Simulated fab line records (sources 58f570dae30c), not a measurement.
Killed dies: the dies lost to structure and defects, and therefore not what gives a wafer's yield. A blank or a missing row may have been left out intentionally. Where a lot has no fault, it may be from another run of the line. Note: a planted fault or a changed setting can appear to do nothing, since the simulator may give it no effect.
A sampling plan put to the test | flow berkeley_cmos170 | each of the 2 faults these records tell of, on one fab line, judged from the records of the lots it struck
What counts as the plan is the set of the line's own looks, namely the steps on the route at which a gauge or an inspection reads a wafer and does not change it. A look is open to judgement when struck wafers have a number at it and the file gives its usual mean and standard deviation on fault-free wafers. Caught: the struck wafers' mean, at a look after the fault's first step, is 4 or more of those standard deviations (sigma) away from the usual mean. On the tool: the fault's steps, tested the same way using the tool's own readings. If the struck wafers alone have a blank record, or they carry another recipe, that too counts as caught.

## THE FAULTS, as the simulator had put them in
1. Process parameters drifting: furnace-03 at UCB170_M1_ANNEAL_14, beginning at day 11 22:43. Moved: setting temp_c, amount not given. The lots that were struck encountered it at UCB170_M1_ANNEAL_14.
2. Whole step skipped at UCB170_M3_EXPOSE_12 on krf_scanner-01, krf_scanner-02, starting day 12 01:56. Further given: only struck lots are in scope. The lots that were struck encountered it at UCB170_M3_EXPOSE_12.

## WHAT THE PLAN SAW
fault | on the tool itself                     | first look that catches it     | reading, sigma | median hours from its first step to that look | hours from the fault's start to the first struck lot there | judged looks passed uncaught
1     | tube_center_temp_C +99 or beyond sigma | no look after it can be judged | -              | -                                             | -                                                          | 0
2     | no reading that can be judged          | no look after it can be judged | -              | -                                             | -                                                          | 0
A dash: the fault is not caught, or the number is missing from these records.

Caught at a look: 0 of 2. Caught on the tool: 1 of 2. By one or the other: 1 of 2.
Caught on the tool alone: fault 1.
Caught by neither: fault 2.
